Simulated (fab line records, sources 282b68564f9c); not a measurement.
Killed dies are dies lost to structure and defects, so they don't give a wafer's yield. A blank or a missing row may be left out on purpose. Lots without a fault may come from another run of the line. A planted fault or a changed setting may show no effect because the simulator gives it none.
Which tool did it? | flow rit_cmos | 14 lots, 42 wafers sampled, at 1 step of a route of 202

WHAT THE GAUGES READ, wafer by wafer
The record holds no reading of a measuring or inspecting step that can be judged against a usual standard deviation.

WHICH TOOL RAN EACH LOT (tool, then ch and the chambers of the sampled wafers, then the start)
lot  | RIT_PLDD_DEVELOP_05
L134 | litho_track-04 ch 0, day 2 19:00
L135 | litho_track-03 ch 0, day 2 23:00
L136 | litho_track-02 ch 0, day 3 04:00
L137 | litho_track-03 ch 0, day 3 10:00
L138 | litho_track-04 ch 0, day 3 18:00
L139 | litho_track-02 ch 0, day 3 19:00
L143 | litho_track-04 ch 0, day 4 16:00
L146 | litho_track-04 ch 0, day 5 05:00
L147 | litho_track-04, day 5 12:00
L148 | litho_track-03, day 5 16:00
L149 | litho_track-02 ch 0, day 5 22:00
L151 | litho_track-03 ch 0, day 6 11:00
L156 | litho_track-02 ch 0, day 7 11:00
L157 | litho_track-02 ch 0, day 7 16:00
- RIT_PLDD_DEVELOP_05: develop time 50 s.

WHAT THE TOOLS THEMSELVES READ (means of the sampled wafers that have a number; where no wafer has one, the mark that the record gives instead)
RIT_PLDD_DEVELOP_05. Usual: chill_plate_temp_C 22.99 C, standard deviation 0.098.
lot  | tool           | chill_plate_temp_C (C) | flag
L134 | litho_track-04 | 22.85                  |
L135 | litho_track-03 | 22.92                  |
L136 | litho_track-02 | 23.01                  |
L137 | litho_track-03 | 23.07                  |
L138 | litho_track-04 | 23.07                  |
L139 | litho_track-02 | 23.02                  |
L143 | litho_track-04 | 22.88                  |
L146 | litho_track-04 | 23.04                  |
L147 | litho_track-04 | -                      | OFF
L148 | litho_track-03 | -                      | OFF
L149 | litho_track-02 | 22.99                  |
L151 | litho_track-03 | 23.12                  |
L156 | litho_track-02 | 23.00                  |
L157 | litho_track-02 | 23.01                  |

THE ANSWER, worked out from the rows above alone
Rule: a lot is off if the mean of its wafers that have a number lies more than 3 standard deviations from the usual mean. A lot without any number at a reading at which 4 lots or more have one is off too. The other lots that the step has rows for count as sound. The gauges are gone through in route order, then the tools' own readings, and for those a lot's mean is taken as printed above. The first step at which some lot is off is used, and at that step the reading that is off furthest; a lot without a number counts as furthest.
Off: L147, L148, at RIT_PLDD_DEVELOP_05 (chill_plate_temp_C). Without a number there: L147, L148.
A tool fits if, at that step or a process step before it, it ran every lot that is off, and no sound lot after the first of them. None of those tried fits.

WHAT THE SIMULATOR HAD PUT IN
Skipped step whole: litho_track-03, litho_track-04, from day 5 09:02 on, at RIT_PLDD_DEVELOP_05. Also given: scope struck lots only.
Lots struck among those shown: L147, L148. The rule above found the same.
